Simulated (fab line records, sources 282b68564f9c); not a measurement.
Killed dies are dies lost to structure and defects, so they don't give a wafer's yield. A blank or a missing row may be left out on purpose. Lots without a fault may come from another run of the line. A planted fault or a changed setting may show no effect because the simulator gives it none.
fab line records | flow rit_cmos
record lots=6 wafers=18 last_day=7
route steps=202 shown ACTIVE@1 FOX1@20 FOX2@23 M1@202
lots that met no fault: from a run of the same line without faults
start_h: hours from the record's first day to the start of the lot's first wafer shown | wait_h: hours since the lot's step before | " the same as in the row above | L1.1+2: a row that stands for several wafers | - no value, or no start given | * or withheld: withheld | < > ~ a bound
route shown NAME@n: a module of which the file shows steps, and the number in the route of the first | usual: mean/standard deviation of fault-free wafers | same: alike in all rows | chamber/n: place in a boat | sites: the reading at each site | _std_site: their standard deviation | _edge_site: outer sites' mean less inner sites' | radius_mm: how far each site lies from the wafer's centre | mask NAME#n: copy n | behind: the tool/chamber that last shaped the wafer | hold: why the lot was held/for how many hours/how that ended | device: the transistor (n, p or np) that didn't switch | end of line: the same wafers' tests at the end of the route | a step without rows: its recipe alone | killed: dies lost to structure and defects at the first sort, not the wafer's yield | map: a wafer's dies, x killed, . not, _ none there
set.NAME: the setting as run; set.NAME@STEP: as run at that earlier step | model.NAME: the simulator's own value behind a step, which no gauge read
lots at some steps of the route; a table a step, a row a wafer
services: from which hour (start_h, from the record's first day; less than 0 if before it) a tool's chamber was out of use, for how many hours, and why
## steps
# step RIT_ACTIVE_BOW_MEAS_00
# recipe mode=bow
# usual INCOMING_BOW=0/6.7
# columns lot.wafer tool chamber start_h wait_h INCOMING_BOW[um]
L632.1 film_metro-04 - 15.00 - 10
L632.2 " - " " 9
L632.4 " - " " 8
L634.4 film_metro-02 - 25.06 - -9
L634.5 " - " " -5
L634.6 " - " " 3
L640.1 film_metro-04 - 55.00 - 10
L640.2 " - " " -5
L640.6 " - " " 4
L641.2 film_metro-02 - 60.02 - -7
L641.3 " - " " 1
L641.6 " - " " -8
L645.3 film_metro-03 - 80.04 - -8
L645.5 " - " " -2
L645.6 " - " " -1
L652.1 film_metro-02 - 115.00 - 4
L652.2 " - " " -3
L652.6 " - " " 5
# step RIT_ACTIVE_OXIDATION_01
# recipe temp_c=1000 ambient=O2 target_thk_a=468 ox_time_s=3360
# usual ox_time_s=3360/0 zone_power_load_pct=34.4/0.54
# columns lot.wafer tool chamber start_h wait_h ox_time_s zone_power_load_pct model.SiO2_of_ACTIVE_OXIDATION_01.thk_nm
L632.1 furnace-01 0 15.12 0.1 3360 34.7 47.06
L632.2 " 0 " " 3360 34.8 46.93
L632.4 " 0 " " 3360 34.6 46.88
L634.4 furnace-04 0 25.12 0.0 3360 34.3 46.49
L634.5 " 0 " " 3360 34.1 46.51
L634.6 " 0 " " 3360 34.8 46.89
L640.1 furnace-01 0 55.47 0.4 5040 34.2 61.45
L640.2 " 0 " " 5040 34.9 60.6
L640.6 " 0 " " 5040 34.7 60.95
L641.2 furnace-01 0 61.52 1.5 5040 33.9 61.79
L641.3 " 0 " " 5040 35.4 61.79
L641.6 " 0 " " 5040 34.7 60.34
L645.3 furnace-02 0 80.12 0.1 3360 33.9 45.85
L645.5 " 0 " " 3360 33.1 45.63
L645.6 " 0 " " 3360 33.6 45.6
L652.1 furnace-04 0 115.30 0.3 3360 34.7 46.44
L652.2 " 0 " " 3360 35.2 46.61
L652.6 " 0 " " 3360 34.7 46.61
# step RIT_ACTIVE_THK_MEAS_02
# recipe reads=SiO2_of_ACTIVE_OXIDATION_01
# usual ACTIVE_OXIDE_THK=46.6/0.81
# columns lot.wafer tool chamber start_h wait_h ACTIVE_OXIDE_THK[nm]
L632.1 film_metro-03 - 17.05 0.0 47.0
L632.2 " - " " 46.9
L632.4 " - " " 46.9
L634.4 film_metro-03 - 27.08 0.0 46.4
L634.5 " - " " 46.5
L634.6 " - " " 46.9
L640.1 film_metro-03 - 57.40 0.0 61.4
L640.2 " - " " 60.6
L640.6 " - " " 61.0
L641.2 film_metro-04 - 63.47 0.0 61.8
L641.3 " - " " 61.8
L641.6 " - " " 60.4
L645.3 film_metro-02 - 82.07 0.0 45.8
L645.5 " - " " 45.7
L645.6 " - " " 45.6
L652.1 film_metro-02 - 117.23 0.0 46.5
L652.2 " - " " 46.6
L652.6 " - " " 46.6
# step RIT_ACTIVE_CVD_03
# recipe material=Si3N4 target_thk_nm=150 temp_c=810 precursor=SiH2Cl2/NH3 time_s=1500 pressure_mtorr=300 sih2cl2_flow_sccm=60 nh3_flow_sccm=150
# step RIT_ACTIVE_THK_MEAS_04
# recipe reads=Si3N4_of_ACTIVE_CVD_03
# usual ACTIVE_NITRIDE_THK=151.0/1.2
# columns lot.wafer tool chamber start_h wait_h ACTIVE_NITRIDE_THK[nm]
L632.1 film_metro-04 - 18.53 0.0 150.1
L632.2 " - " " 150.9
L632.4 " - " " 151.7
L634.4 film_metro-04 - 28.56 0.0 151.1
L634.5 " - " " 151.0
L634.6 " - " " 152.1
L640.1 film_metro-03 - 58.88 0.0 151.9
L640.2 " - " " 152.9
L640.6 " - " " 152.2
L641.2 film_metro-03 - 64.94 0.0 149.9
L641.3 " - " " 151.2
L641.6 " - " " 150.8
L645.3 film_metro-04 - 85.72 0.0 150.6
L645.5 " - " " 151.3
L645.6 " - " " 151.4
L652.1 film_metro-04 - 118.71 0.0 151.1
L652.2 " - " " 151.8
L652.6 " - " " 150.6
# step RIT_ACTIVE_HMDS_05
# recipe prime_time_s=60 prime_temp_c=140
# step RIT_ACTIVE_COAT_06
# recipe resist=NOVOLAK spin_rpm=3250 resist_thk_nm=1000
# step RIT_ACTIVE_SOFTBAKE_07
# recipe resist=NOVOLAK temp_c=90 time_s=60
# step RIT_ACTIVE_EXPOSE_08
# recipe mask_id=M1 na=0.6 source_shape=conventional sigma_outer=0.6 target_cd_nm=1400 dose_mj=225
# step RIT_ACTIVE_PEB_09
# recipe resist=NOVOLAK temp_c=withheld time_s=withheld
# step RIT_ACTIVE_DEVELOP_10
# recipe resist=NOVOLAK develop_time_s=50 dev_temp_c=23
# step RIT_ACTIVE_CD_MEAS_11
# recipe target_cd_nm=1400
# usual cd_nm=1399.7/2.3
# columns lot.wafer tool chamber start_h wait_h cd_nm
L632.1 cd_sem-02 - 19.54 - 1399.2
L632.2 " - " " 1398.5
L632.4 " - " " 1399.2
L634.4 cd_sem-02 - 29.62 - 1397.1
L634.5 " - " " 1399.5
L634.6 " - " " 1397.1
L640.1 cd_sem-02 - 59.91 - 1402.2
L640.2 " - " " 1402.7
L640.6 " - " " 1403.1
L641.2 cd_sem-02 - 65.86 - 1399.2
L641.3 " - " " 1398.9
L641.6 " - " " 1400.5
L645.3 cd_sem-01 - 86.78 - 1405.7
L645.5 " - " " 1402.4
L645.6 " - " " 1402.4
L652.1 cd_sem-02 - 119.74 - 1398.3
L652.2 " - " " 1400.0
L652.6 " - " " 1399.0
# step RIT_ACTIVE_HARDBAKE_12
# recipe resist=NOVOLAK temp_c=140 time_s=60
# step RIT_ACTIVE_ETCH_13
# recipe stop_on=SiO2 chemistry=SF6 target=Si3N4 time_s=210 over_etch_frac=0.4 SF6_flow_sccm=200 pressure_mtorr=260 rf_w=125 target_depth_a=2100
# usual SF6_flow_sccm=200.0/0.58 drypump_motor_current_A=6.0/0.3 oes_product_au=0.823/0.01 rf_fwd_power_W=124.6/0.39 throttle_valve_pct=7.47/0.12
# columns lot.wafer tool chamber start_h wait_h SF6_flow_sccm drypump_motor_current_A oes_product_au rf_fwd_power_W rf_hours_counter_h throttle_valve_pct
L632.1 rie_diel-01 0 19.81 0.1 199.8 5.7 0.810 124.6 61 7.69
L632.2 " 3 " " 199.7 6.0 0.826 125.7 150 7.28
L632.4 " 2 " " 200.7 6.3 0.830 124.3 109 7.36
L634.4 rie_diel-03 3 29.83 0.1 199.3 5.8 0.821 124.9 37 7.37
L634.5 " 3 " " 199.6 5.8 0.814 124.4 - 7.37
L634.6 " 2 " " 200.3 5.8 0.823 124.6 - 7.40
L640.1 rie_diel-01 2 60.18 0.1 198.9 6.3 0.840 124.2 110 7.36
L640.2 " 3 " " 199.9 6.0 0.831 124.3 151 7.28
L640.6 " 1 " " 200.4 5.5 0.815 124.8 - 7.54
L641.2 rie_diel-03 2 66.11 0.1 200.1 5.8 0.812 124.3 6 7.41
L641.3 " 0 " " 200.8 6.1 0.826 124.1 90 7.51
L641.6 " 0 " " 199.6 6.1 0.827 124.0 - 7.50
L645.3 rie_diel-01 0 87.01 0.1 199.6 5.8 0.814 125.2 62 7.67
L645.5 " 2 " " 200.4 6.4 0.840 124.7 - 7.35
L645.6 " 3 " " 199.6 6.0 0.818 124.9 - 7.27
L652.1 rie_diel-03 2 120.10 0.1 200.7 5.8 0.815 124.0 7 7.41
L652.2 " 1 " " 200.4 6.2 0.832 125.1 1 7.63
L652.6 " 3 " " 199.5 5.9 0.812 124.8 - 7.38
# step RIT_ACTIVE_STRIP_14
# recipe chemistry=O2 time_s=180 resist=NOVOLAK platen_temp_c=withheld power_w=500 pressure_mtorr=4000 o2_flow_sccm=4000
# usual drypump_motor_current_A=5.9/0.49 o2_flow_sccm=4002/11
# columns lot.wafer tool chamber start_h wait_h drypump_motor_current_A o2_flow_sccm rf_hours_counter_h
L632.1 plasma_asher-02 1 19.94 0.1 5.7 4004 35
L632.2 " 0 " " 5.4 4008 35
L632.4 " 0 " " 5.5 4002 -
L634.4 plasma_asher-01 0 30.03 0.1 5.3 4002 -
L634.5 " 0 " " 5.3 3996 -
L634.6 " 1 " " 6.3 4001 -
L640.1 plasma_asher-01 1 60.32 0.1 6.3 4016 40
L640.2 " 0 " " 5.3 3993 40
L640.6 " 1 " " 6.3 3992 -
L641.2 plasma_asher-04 0 66.25 0.1 6.4 4002 29
L641.3 " 0 " " 6.4 4009 -
L641.6 " 0 " " 6.4 4026 -
L645.3 plasma_asher-01 1 87.21 0.1 6.3 4010 -
L645.5 " 1 " " 6.3 4016 -
L645.6 " 0 " " 5.3 4002 -
L652.1 plasma_asher-02 1 120.24 0.1 5.6 3985 0
L652.2 " 0 " " 5.5 3983 0
L652.6 " 1 " " 5.6 3997 -
# step RIT_ACTIVE_CD_MEAS_90
# recipe target_cd_nm=1400
# usual cd_nm=1399.8/2.3
# columns lot.wafer tool chamber start_h wait_h cd_nm
L632.1 cd_sem-02 - 20.11 0.1 1399.1
L632.2 " - " " 1397.9
L632.4 " - " " 1399.3
L634.4 cd_sem-01 - 30.20 0.1 1397.6
L634.5 " - " " 1399.6
L634.6 " - " " 1396.6
L640.1 cd_sem-01 - 60.49 0.1 1402.4
L640.2 " - " " 1402.9
L640.6 " - " " 1403.2
L641.2 cd_sem-01 - 66.44 0.1 1399.4
L641.3 " - " " 1398.7
L641.6 " - " " 1400.5
L645.3 cd_sem-01 - 87.36 0.1 1405.4
L645.5 " - " " 1402.4
L645.6 " - " " 1402.9
L652.1 cd_sem-01 - 120.41 0.1 1398.1
L652.2 " - " " 1400.0
L652.6 " - " " 1399.3
# step RIT_ACTIVE_CLEAN_15
# recipe chemistry=SC1 mix=3:3:50 time_s=600 temp_c=75
# step RIT_ACTIVE_CLEAN_16
# recipe chemistry=dHF dilution=50:1 time_s=30
# step RIT_ACTIVE_CLEAN_17
# recipe chemistry=SC2 mix=3:3:50 time_s=600 temp_c=75 dry=n2_spin
# step RIT_FOX1_OXIDATION_00
# recipe temp_c=1100 ambient=H2O target_thk_a=3507 p_h2o_torr=720 ox_time_s=1130
# step RIT_FOX1_THK_MEAS_01
# recipe reads=SiO2_of_FOX1_OXIDATION_00
# usual FOX1_OXIDE_THK=354/7.5
# columns lot.wafer tool chamber start_h wait_h FOX1_OXIDE_THK[nm]
L632.1 film_metro-01 - 22.23 0.0 367
L632.2 " - " " 362
L632.4 " - " " 357
L634.4 film_metro-03 - 32.46 0.0 334
L634.5 " - " " 345
L634.6 " - " " 340
L640.1 film_metro-03 - 63.43 0.0 362
L640.2 " - " " 366
L640.6 " - " " 366
L641.2 film_metro-01 - 68.67 0.0 350
L641.3 " - " " 366
L641.6 " - " " 356
L645.3 film_metro-03 - 89.18 0.0 362
L645.5 " - " " 363
L645.6 " - " " 361
L652.1 film_metro-04 - 122.32 0.0 345
L652.2 " - " " 351
L652.6 " - " " 351
# step RIT_FOX1_WET_ETCH_02
# recipe chemistry=BOE target_depth_nm=350 time_s=390 temp_c=21.5 dry=n2_spin dilution=10:1 target=SiO2
# step RIT_FOX2_OXIDATION_00
# recipe temp_c=1100 ambient=H2O target_thk_a=3507 p_h2o_torr=720 ox_time_s=1130
# step RIT_FOX2_THK_MEAS_01
# recipe reads=SiO2_of_FOX2_OXIDATION_00
# usual FOX2_OXIDE_THK=354/7.1
# columns lot.wafer tool chamber start_h wait_h FOX2_OXIDE_THK[nm]
L632.1 film_metro-03 - 23.72 0.0 353
L632.2 " - " " 350
L632.4 " - " " 349
L634.4 film_metro-03 - 34.08 0.0 337
L634.5 " - " " 343
L634.6 " - " " 342
L640.1 film_metro-01 - 65.85 0.0 363
L640.2 " - " " 362
L640.6 " - " " 359
L641.2 film_metro-01 - 70.33 0.0 350
L641.3 " - " " 347
L641.6 " - " " 351
L645.3 film_metro-02 - 90.67 0.0 351
L645.5 " - " " 352
L645.6 " - " " 352
L652.1 film_metro-01 - 123.81 0.0 353
L652.2 " - " " 352
L652.6 " - " " 354
# step RIT_FOX2_CLEAN_02
# recipe chemistry=dHF dilution=50:1 time_s=180
# step RIT_FOX2_WET_ETCH_03
# recipe chemistry=H3PO4 target=Si3N4 target_depth_nm=195 temp_c=165 time_s=2700
# columns lot.wafer tool chamber start_h wait_h model.SiO2_of_ACTIVE_OXIDATION_01.thk_nm
L632.1 wet_bench-04 3 23.84 0.0 41.99
L632.2 " 3 " " 41.85
L632.4 " 3 " " 41.83
L634.4 wet_bench-02 1 34.18 0.0 41.29
L634.5 " 1 " " 41.3
L634.6 " 1 " " 40.36
L640.1 wet_bench-02 2 65.96 0.0 54.61
L640.2 " 2 " " 53.81
L640.6 " 2 " " 53.51
L641.2 wet_bench-03 0 70.44 0.0 53.71
L641.3 " 0 " " 54.83
L641.6 " 0 " " 53.49
L645.3 wet_bench-03 2 90.77 0.0 40.71
L645.5 " 2 " " 40.52
L645.6 " 2 " " 40.46
L652.1 wet_bench-02 3 123.93 0.0 40.01
L652.2 " 3 " " 41.46
L652.6 " 3 " " 41.41
# step RIT_FOX2_THK_MEAS_90
# recipe reads=SiO2_of_FOX2_OXIDATION_00
# usual FIELD_OXIDE_LEFT_1_THK=326/7.1
# columns lot.wafer tool chamber start_h wait_h FIELD_OXIDE_LEFT_1_THK[nm]
L632.1 film_metro-03 - 24.74 0.0 326
L632.2 " - " " 323
L632.4 " - " " 322
L634.4 film_metro-01 - 35.04 0.0 310
L634.5 " - " " 315
L634.6 " - " " 315
L640.1 film_metro-03 - 66.79 0.0 336
L640.2 " - " " 335
L640.6 " - " " 332
L641.2 film_metro-03 - 71.21 0.0 323
L641.3 " - " " 319
L641.6 " - " " 324
L645.3 film_metro-02 - 91.54 0.0 323
L645.5 " - " " 325
L645.6 " - " " 325
L652.1 film_metro-02 - 124.68 0.0 326
L652.2 " - " " 325
L652.6 " - " " 327
# step RIT_M1_PROBE_99
# usual killed_at_contacts=0.1/0.24 killed_at_front_end=7/3.1 killed_dies=7/3.1 killed_open=3.3/2 killed_short=3.4/2.1
# same gross_dies=264 killed_at_M0_to_M3=0 killed_at_M4_up=0 killed_at_back_side=0 killed_at_other=0
# columns lot.wafer tool chamber start_h wait_h killed_at_contacts killed_at_front_end killed_dies killed_open killed_short model.etest.pldd.width_nm model.etest.nldd.width_nm model.etest.nmos_0p3.r_on_ohm_um model.etest.pplus_sal.width_nm model.etest.nplus_sal.width_nm model.etest.nmos_narrow.drive_ua_um model.etest.pmos_narrow.drive_ua_um model.etest.nmos_0p3.drive_ua_um
L632.1 prober-02 - 62.23 0.1 0 12 12 7 5 3165 3161 2209 3443 3431 214.5 99.5 218.9
L632.2 prober-02 - 62.28 0.1 0 11 11 7 4 3165 3163 2194 3433 3430 219 98.89 219.5
L632.4 prober-02 - 62.38 0.2 0 15 15 8 7 3166 3170 2190 3440 3435 219.5 99.06 218.8
L634.4 prober-02 - 74.19 0.2 0 9 9 4 5 3191 3210 2120 3477 3473 231.5 103.5 224
L634.5 prober-02 - 74.24 0.2 0 11 11 5 6 3214 3207 2170 3473 3477 227.6 100.9 223.1
L634.6 prober-02 - 74.29 0.2 0 4 4 2 2 3184 3202 2174 3462 3472 229.1 99.98 224.1
L640.1 prober-01 - 105.47 0.1 0 10 10 6 4 2966 2959 2407 3360 3363 163.1 78.52 196.1
L640.2 prober-01 - 105.52 0.1 0 10 10 5 5 2982 2983 2363 3364 3351 168.4 82.7 200.3
L640.6 prober-01 - 105.72 0.2 1 8 9 4 5 2979 2988 2374 3360 3368 168.9 81.01 199.7
L641.2 prober-02 - 110.46 0.1 0 9 9 4 5 3015 2993 2249 3365 3373 182.8 87.58 212.2
L641.3 prober-02 - 110.51 0.2 0 6 6 3 3 2994 3010 2224 3353 3367 176.1 86.9 210.7
L641.6 prober-02 - 110.66 0.2 0 9 9 2 7 3015 3011 2260 3391 3375 182.8 87.13 209
L645.3 prober-02 - 130.90 0.2 0 11 11 9 2 3200 3182 2180 3457 3445 227.2 104.4 222.9
L645.5 prober-02 - 131.00 0.2 0 4 4 2 2 3171 3161 2180 3420 3446 220.2 102 218.3
L645.6 prober-02 - 131.05 0.2 0 4 4 2 2 3172 3162 2211 3433 3426 220.4 101.8 220.2
L652.1 prober-01 - 162.04 0.1 0 3 3 2 1 3197 3167 2130 3462 3446 232.8 103.1 229.3
L652.2 prober-01 - 162.09 0.1 0 6 6 5 1 3169 3183 2107 3462 3435 226.4 103.3 227.1
L652.6 prober-01 - 162.29 0.2 0 10 10 4 6 3162 3188 2116 3437 3451 230.6 103.7 227.8
# killed by level:class
L632.1 GATE:geometric_particle:short=4 GATE:geometric_particle:open=2 SPACER:geometric_particle:open=2 FOX1:geometric_particle:open=1 REOX:geometric_particle:open=1 SILICIDE:geometric_particle:short=1 SILICIDE:geometric_particle:open=1
L632.2 GATE:geometric_particle:open=3 REOX:geometric_particle:open=2 FOX1:geometric_particle:open=1 GATE:geometric_particle:short=1 REOX:geometric_particle:short=1 SPACER:geometric_particle:short=1 SILICIDE:geometric_particle:open=1 SILICIDE:geometric_particle:short=1
L632.4 SILICIDE:geometric_particle:open=4 FOX1:geometric_particle:short=3 GATE:geometric_particle:open=3 GATE:geometric_particle:short=2 FOX1:geometric_particle:open=1 SPACER:geometric_particle:short=1 SILICIDE:geometric_particle:short=1
L634.4 FOX1:geometric_particle:short=2 GATE:geometric_particle:short=2 FOX1:geometric_particle:open=1 FOX2:geometric_particle:open=1 GATE:geometric_particle:open=1 REOX:geometric_particle:short=1 SPACER:geometric_particle:open=1
L634.5 REOX:geometric_particle:short=2 FOX1:geometric_particle:short=1 FOX1:geometric_particle:open=1 FOX2:geometric_particle:short=1 FOX2:geometric_particle:open=1 GATE:geometric_particle:open=1 REOX:geometric_particle:open=1 SPACER:geometric_particle:short=1
L634.6 FOX1:geometric_particle:short=1 GATE:geometric_particle:open=1 GATE:geometric_particle:short=1 REOX:geometric_particle:open=1
L640.1 GATE:geometric_particle:open=3 SILICIDE:geometric_particle:open=3 FOX1:geometric_particle:short=2 GATE:geometric_particle:short=1 SILICIDE:geometric_particle:short=1
L640.2 GATE:geometric_particle:open=2 REOX:geometric_particle:short=2 FOX1:geometric_particle:open=1 FOX1:geometric_particle:short=1 FOX2:geometric_particle:open=1 GATE:geometric_particle:short=1 REOX:geometric_particle:open=1 SILICIDE:geometric_particle:short=1
L640.6 GATE:geometric_particle:short=3 GATE:geometric_particle:open=2 FOX1:geometric_particle:open=1 SILICIDE:geometric_particle:open=1 SILICIDE:geometric_particle:short=1 CONTACT:geometric_particle:short=1
L641.2 SILICIDE:geometric_particle:short=3 GATE:geometric_particle:short=2 GATE:geometric_particle:open=1 REOX:geometric_particle:open=1 SPACER:geometric_particle:open=1 SILICIDE:geometric_particle:open=1
L641.3 GATE:geometric_particle:short=2 FOX1:geometric_particle:open=1 FOX1:geometric_particle:short=1 SPACER:geometric_particle:open=1 SILICIDE:geometric_particle:open=1
L641.6 GATE:geometric_particle:short=3 SILICIDE:geometric_particle:short=3 FOX1:geometric_particle:open=1 REOX:geometric_particle:open=1 REOX:geometric_particle:short=1
L645.3 GATE:geometric_particle:open=5 FOX1:geometric_particle:short=1 FOX1:geometric_particle:open=1 FOX2:geometric_particle:open=1 GATE:geometric_particle:short=1 SPACER:geometric_particle:open=1 SILICIDE:geometric_particle:open=1
L645.5 GATE:geometric_particle:open=2 GATE:geometric_particle:short=1 SILICIDE:geometric_particle:short=1
L645.6 FOX1:geometric_particle:open=1 FOX1:geometric_particle:short=1 SILICIDE:geometric_particle:short=1 SILICIDE:geometric_particle:open=1
L652.1 GATE:geometric_particle:open=1 REOX:geometric_particle:open=1 SILICIDE:geometric_particle:short=1
L652.2 FOX1:geometric_particle:open=2 FOX1:geometric_particle:short=1 FOX2:geometric_particle:open=1 GATE:geometric_particle:open=1 REOX:geometric_particle:open=1
L652.6 GATE:geometric_particle:short=3 FOX1:geometric_particle:short=2 GATE:geometric_particle:open=2 FOX2:geometric_particle:open=1 REOX:geometric_particle:open=1 REOX:geometric_particle:short=1
## services
# columns tool chamber start_h hours kind
rie_diel-01 1 4.40 4.9 repair
furnace-04 - 13.54 8.1 pm
rie_diel-01 - 13.56 2.8 pm
furnace-01 - 29.84 4.3 pm
wet_bench-03 - 33.69 1.9 pm
rie_diel-03 1 33.75 4.2 repair
rie_diel-03 1 37.95 - clean
rie_diel-03 1 37.95 21.7 scheduled_down
rie_diel-03 1 37.95 21.7 vent_cycle
rie_diel-03 - 67.91 0.5 repair
plasma_asher-04 - 87.09 2.8 pm
furnace-01 - 108.52 3.8 pm
plasma_asher-02 - 108.75 9.0 pm
plasma_asher-02 0 108.75 9.0 vent_cycle
plasma_asher-02 1 108.75 9.0 vent_cycle
plasma_asher-04 - 114.73 0.3 repair
plasma_asher-04 - 115.27 2.3 repair
plasma_asher-02 0 117.75 - clean
plasma_asher-02 1 117.75 - clean
rie_diel-01 - 118.35 1.0 repair
## key
first_sign step=RIT_ACTIVE_OXIDATION_01 reading=ox_time_s direction=up sigmas=99+ usual=* struck=*
effect step=RIT_ACTIVE_THK_MEAS_02 reading=ACTIVE_OXIDE_THK direction=up sigmas=18 usual=46.6 struck=61.2
model_effect step=RIT_ACTIVE_OXIDATION_01 value=SiO2_of_ACTIVE_OXIDATION_01.thk_nm without=46.84 struck=61.15
model_effect step=RIT_FOX2_WET_ETCH_03 value=SiO2_of_ACTIVE_OXIDATION_01.thk_nm without=41.27 struck=53.99
model_effect step=RIT_M1_PROBE_99 value=etest.pldd.width_nm without=3167 struck=2992
met_at RIT_ACTIVE_OXIDATION_01
struck_wafers L640.1,L640.2,L640.6,L641.2,L641.3,L641.6
tester_left_out L640,L641
onset_between 15.12 55.47
fault kind=process_parameter_drift tool=furnace-01 chamber=- onset_h=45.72 steps=RIT_ACTIVE_OXIDATION_01 channel=ox_time_s offset=* shape=step end_h=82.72 acts_in=* stated=*
# tester_left_out: of these lots the tester's yield and bins aren't shown, on N5 and GAA mostly nor the transistor test; their killed dies are dies lost to structure and defects alone, not to doping, threshold or leakage, so they don't give the yield
